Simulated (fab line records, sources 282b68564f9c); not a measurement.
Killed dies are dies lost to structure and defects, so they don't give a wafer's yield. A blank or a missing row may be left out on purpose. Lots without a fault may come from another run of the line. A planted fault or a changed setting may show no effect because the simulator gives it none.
Which tool did it? | flow rit_cmos | 13 lots, 39 wafers sampled, at 3 steps of a route of 202

WHAT THE GAUGES READ, wafer by wafer
RIT_NSD_TW_MEAS_10.
lot  | measured    | on            | NSD_TW
L478 | day 3 01:36 | film_metro-02 | 3097 3102 3107
L479 | day 3 04:44 | film_metro-02 | 3091 3102 3113
L480 | day 3 09:01 | film_metro-01 | 3097 3078 3108
L481 | day 3 16:20 | film_metro-04 | 3130 3134 3125
L482 | day 3 23:37 | film_metro-01 | 3108 3102 3111
L483 | day 4 02:30 | film_metro-01 | 3122 3112 3120
L489 | day 5 13:45 | film_metro-02 | 2848 2849 2841
L492 | day 5 23:27 | film_metro-02 | 2842 2866 2860
L495 | day 6 15:18 | film_metro-04 | 3122 3106 3105
L496 | day 6 18:49 | film_metro-04 | 3105 3104 3102
L497 | day 6 23:22 | film_metro-02 | 3086 3095 3093
L498 | day 7 03:55 | film_metro-01 | 3121 3114 3094
L500 | day 7 14:47 | film_metro-02 | 3085 3074 3078

RIT_SDANNEAL_RS_MEAS_05: measures by four-point-probe.
lot  | measured    | on            | NSD_RS (ohm/sq)
L478 | day 3 03:37 | film_metro-01 | 84.34 84.78 84.71
L479 | day 3 06:46 | film_metro-04 | 84.82 85.26 84.83
L480 | day 3 11:04 | film_metro-02 | 85.09 85.17 85.41
L481 | day 3 18:21 | film_metro-01 | 85.22 85.07 85.32
L482 | day 4 01:46 | film_metro-02 | 84.72 84.81 84.88
L483 | day 4 04:40 | film_metro-01 | 85.16 85.13 85.27
L489 | day 5 15:57 | film_metro-02 | 80.51 80.65 80.49
L492 | day 6 01:38 | film_metro-04 | 81.21 81.07 81.03
L495 | day 6 17:32 | film_metro-01 | 85.32 85.30 85.02
L496 | day 6 20:58 | film_metro-01 | 85.10 85.07 85.17
L497 | day 7 01:31 | film_metro-01 | 85.41 85.23 85.30
L498 | day 7 05:56 | film_metro-02 | 85.02 84.72 84.92
L500 | day 7 17:05 | film_metro-01 | 85.44 85.13 85.26

WHICH TOOL RAN EACH LOT (tool, then ch and the chambers of the sampled wafers, then the start)
lot  | RIT_NSD_IMPLANT_08
L478 | implanter-01 ch 0, day 3 01:16
L479 | implanter-03 ch 0, day 3 04:25
L480 | implanter-02 ch 0, day 3 08:43
L481 | implanter-02 ch 0, day 3 16:00
L482 | implanter-01 ch 0, day 3 23:17
L483 | implanter-02 ch 0, day 4 02:12
L489 | implanter-03 ch 0, day 5 13:28
L492 | implanter-03 ch 0, day 5 23:08
L495 | implanter-02 ch 0, day 6 14:59
L496 | implanter-02 ch 0, day 6 18:29
L497 | implanter-01 ch 0, day 6 23:02
L498 | implanter-01 ch 0, day 7 03:35
L500 | implanter-01 ch 0, day 7 14:28
- RIT_NSD_IMPLANT_08

WHAT THE TOOLS THEMSELVES READ (means of the sampled wafers that have a number; where no wafer has one, the mark that the record gives instead)
RIT_NSD_IMPLANT_08.
lot  | tool         | tilt_deg (degrees)
L478 | implanter-01 | 7.010
L479 | implanter-03 | 6.998
L480 | implanter-02 | 7.018
L481 | implanter-02 | 7.025
L482 | implanter-01 | 6.980
L483 | implanter-02 | 6.972
L489 | implanter-03 | -0.022
L492 | implanter-03 | -0.017
L495 | implanter-02 | 7.005
L496 | implanter-02 | 7.015
L497 | implanter-01 | 7.008
L498 | implanter-01 | 7.004
L500 | implanter-01 | 7.003

THE ANSWER, worked out from the rows above alone
Rule: what is usual is taken from the lots themselves. Put in order of their means at a reading, lots are off if they are a third of the lots or fewer, leave a main group of 4 or more, and stand apart from it by a gap of 3 or more times the standard deviation of the main group's means; of several such gaps the widest counts. A main group whose means are all the same, to the digits that the tables above print for the reading, isn't used. A lot without any number at a reading at which 4 lots or more have one is off too. The other lots that the step has rows for count as sound. The gauges are gone through in route order, then the tools' own readings, and for those a lot's mean is taken as printed above. The first step at which some lot is off is used, and at that step the reading that is off furthest; a lot without a number counts as furthest.
Off: L489, L492, at RIT_NSD_TW_MEAS_10 (NSD_TW). The main group: mean 3104, standard deviation 13.
A tool fits if, at a process step before that reading, it ran every lot that is off, and no sound lot after the first of them. The gauges at RIT_NSD_TW_MEAS_10 aren't tried: what is off there is off at RIT_NSD_IMPLANT_08 too, on other tools, and a gauge's error can't cause that. One fits: implanter-03 at RIT_NSD_IMPLANT_08. Its last sound lot is L479 (day 3 04:25), its first lot that is off L489 (day 5 13:28): a fault that began between those two fits.
The tool's own readings at RIT_NSD_IMPLANT_08 bear it out: on the lots that are off they differ by more than 5 times the standard deviation of the sound lots' means. tilt_deg reads -0.019 degrees there against 7.003 degrees on the sound lots.

WHAT THE SIMULATOR HAD PUT IN
Process parameter drift: implanter-03, from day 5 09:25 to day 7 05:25, at RIT_NSD_IMPLANT_08. Setting tilt_deg, moved by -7, from 7. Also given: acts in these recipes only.
Lots struck among those shown: L489, L492. The rule above found the same.
